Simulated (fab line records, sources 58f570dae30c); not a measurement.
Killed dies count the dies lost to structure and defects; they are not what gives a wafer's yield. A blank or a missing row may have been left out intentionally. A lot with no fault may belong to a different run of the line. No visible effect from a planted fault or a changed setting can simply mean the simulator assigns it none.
A single fault, viewed from 2 desks + flow berkeley-cmos170 + each desk holds nothing but its own numbers, with what lay behind them at the end

## DESK OF THE TOOL OWNER: krf-scanner-02
The tool's own readings at UCB170_GATE_EXPOSE_09 (exposes mask POLY, target cd 350 nm): means of the sampled wafers that have a number, for each lot that ran on this tool. A lot is out of limits, marked OUT, if its mean lies more than 4 standard deviations from the usual mean; the brackets give that distance.
Columns: A = exposure-dose-mJ-cm2 at UCB170_GATE_EXPOSE_09, usual 20.991
| lot  | first seen here | A                |
|------|-----------------|------------------|
| L772 | day 7 07:41     | 20.993           |
| L775 | day 8 05:56     | 20.714 (-13) OUT |
This desk finds L775 out of limits, L775 being first, at day 8 05:56 (exposure-dose-mJ-cm2 at UCB170_GATE_EXPOSE_09). In limits: L772.

## THE METROLOGY DESK
Means of the sampled wafers that have a number, per lot and without regard to the tool the lot ran on: this is what the gauges read. A lot is out of limits, marked OUT, if its mean lies more than 4 standard deviations from the usual mean; the brackets give that distance.
Columns: A = PVT_TW at UCB170_PVT_TW_MEAS_09, usual 506; B = FIELD_OXIDE_LEFT_2_THK at UCB170_FIELD_THK_MEAS_91, usual 358 nm; C = GATE_OXIDE_THK at UCB170_GATE_THK_MEAS_02, usual 6.57 nm; D = GATE_POLY_THK at UCB170_GATE_THK_MEAS_05, usual 214.5 nm
| lot  | first seen here | A   | B   | C    | D     |
|------|-----------------|-----|-----|------|-------|
| L770 | day 6 06:37     | 503 | 368 | 6.35 | 215.0 |
| L772 | day 6 18:52     | 505 | 369 | 6.64 | 211.9 |
| L775 | day 7 16:28     | 508 | 355 | 6.76 | 216.0 |
| L784 | day 9 13:07     | 504 | 346 | 6.74 | 211.9 |
| L788 | day 10 07:40    | 509 | 378 | 6.67 | 213.6 |
Result from this desk: across the 5 lots, nothing is out of limits.

## BROUGHT TOGETHER
On L775, at day 8 05:56, an alarm was possible from the tool owner's desk.
At the metrology desk, nothing out of limits was observed.
The metrology desk holds a record of L775, inside its limits.
All the named lots went through UCB170_GATE_EXPOSE_09 on krf-scanner-02.

## WHAT WAS PUT IN BY THE SIMULATOR
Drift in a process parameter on krf-scanner-02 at UCB170_GATE_EXPOSE_09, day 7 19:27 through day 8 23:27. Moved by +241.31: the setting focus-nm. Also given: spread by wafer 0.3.
Shown lots that were struck: L775.
Time in hours from fault onset to the first out-of-limits reading at each desk: the tool owner's desk, 10.
